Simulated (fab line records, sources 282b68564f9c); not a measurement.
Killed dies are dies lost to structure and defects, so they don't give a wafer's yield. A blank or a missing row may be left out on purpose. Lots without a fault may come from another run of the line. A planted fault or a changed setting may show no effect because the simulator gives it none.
Tool commonality check | flow rit_cmos | 14 lots, 48 wafers sampled

WHY IT WAS OPENED
At RIT_ACTIVE_THK_MEAS_04 the reading ACTIVE_NITRIDE_THK is flagged on 2 of 14 lots. Wafers without a fault read 149.2 nm, standard deviation 1.6.
Rule: a lot is flagged when every wafer of it that has a number lies more than 4 standard deviations from that mean, or none has a number. The other lots count as sound.

lot  | measured    | on            | ACTIVE_NITRIDE_THK (nm), wafer by wafer | flag
L949 | day 1 13:32 | film_metro-01 | 150.7 149.9 150.0                       |
L951 | day 1 23:32 | film_metro-04 | 148.0 147.2 147.2                       |
L952 | day 2 04:43 | film_metro-01 | 229.4 228.5 229.9 229.3 228.4 230.0     | FLAGGED
L954 | day 2 14:59 | film_metro-01 | 233.2 232.6 231.4 233.1 232.7 231.6     | FLAGGED
L955 | day 2 19:32 | film_metro-04 | 151.9 148.9 150.6                       |
L963 | day 4 11:32 | film_metro-01 | 147.9 147.4 147.1                       |
L965 | day 4 21:32 | film_metro-01 | 146.8 148.1 146.1                       |
L966 | day 5 02:32 | film_metro-02 | 148.3 148.4 147.8                       |
L967 | day 5 07:32 | film_metro-04 | 150.0 151.0 150.6                       |
L968 | day 5 13:14 | film_metro-01 | 152.3 151.3 152.2                       |
L969 | day 5 17:32 | film_metro-02 | 148.6 148.8 148.7                       |
L970 | day 5 22:32 | film_metro-04 | 150.3 150.9 149.7                       |
L971 | day 6 03:32 | film_metro-04 | 147.7 150.2 148.9                       |
L972 | day 6 08:32 | film_metro-02 | 149.5 151.3 149.3                       |
The numbers of the flagged lots are 230.8 nm on average: +81.6 nm against the usual, or +51 standard deviations.

WHICH TOOL RAN EACH LOT
The record holds 1 process step before the reading, out of a route of 202 steps. In each cell: the tool, then ch and the chambers that the sampled wafers went through, then the start.
lot  | flag    | RIT_ACTIVE_CVD_03
L949 |         | lpcvd-01 ch 0, day 1 12:07
L951 |         | lpcvd-01 ch 1, day 1 22:07
L952 | FLAGGED | lpcvd-01 ch 1, day 2 03:18
L954 | FLAGGED | lpcvd-01 ch 1, day 2 13:33
L955 |         | lpcvd-02 ch 1, day 2 18:07
L963 |         | lpcvd-02 ch 0, day 4 10:07
L965 |         | lpcvd-02 ch 0, day 4 20:07
L966 |         | lpcvd-02 ch 0, day 5 01:07
L967 |         | lpcvd-02 ch 0, day 5 06:07
L968 |         | lpcvd-01 ch 1, day 5 11:07
L969 |         | lpcvd-02 ch 0, day 5 16:07
L970 |         | lpcvd-01 ch 0, day 5 21:07
L971 |         | lpcvd-02 ch 1, day 6 02:07
L972 |         | lpcvd-01 ch 1, day 6 07:07
What these steps do:
- RIT_ACTIVE_CVD_03: deposits Si3N4 from SiH2Cl2/NH3, target thk 150 nm, time 1500 s.
- RIT_ACTIVE_THK_MEAS_04

FLAGGED OVER TOTAL, TOOL BY TOOL (the gauges that took the reading come last)
step                   | tool          | lots run | flagged | share of the flagged lots | sound lots run after its first flagged lot
RIT_ACTIVE_CVD_03      | lpcvd-01      | 7        | 2       | all                       | 3 (L968,L970,L972)
RIT_ACTIVE_CVD_03      | lpcvd-02      | 7        | 0       | none                      | -
RIT_ACTIVE_THK_MEAS_04 | film_metro-01 | 6        | 2       | all                       | 3 (L963,L965,L968)
RIT_ACTIVE_THK_MEAS_04 | film_metro-02 | 3        | 0       | none                      | -
RIT_ACTIVE_THK_MEAS_04 | film_metro-04 | 5        | 0       | none                      | -

WHAT THE TABLE ALLOWS
2 rows of the table ran every flagged lot: lpcvd-01 at RIT_ACTIVE_CVD_03, film_metro-01 at RIT_ACTIVE_THK_MEAS_04.
- lpcvd-01 at RIT_ACTIVE_CVD_03: 2 of its 7 lots flagged. Sound lots ran on it after the first flagged one (L968, L970, L972), which a lasting fault on the whole tool wouldn't allow.
- film_metro-01 at RIT_ACTIVE_THK_MEAS_04: 2 of its 6 lots flagged. Sound lots ran on it after the first flagged one (L963, L965, L968), which a lasting fault on the whole tool wouldn't allow.
No row of the table ran every flagged lot and no sound lot after the first.

WHAT THE SIMULATOR HAD PUT IN
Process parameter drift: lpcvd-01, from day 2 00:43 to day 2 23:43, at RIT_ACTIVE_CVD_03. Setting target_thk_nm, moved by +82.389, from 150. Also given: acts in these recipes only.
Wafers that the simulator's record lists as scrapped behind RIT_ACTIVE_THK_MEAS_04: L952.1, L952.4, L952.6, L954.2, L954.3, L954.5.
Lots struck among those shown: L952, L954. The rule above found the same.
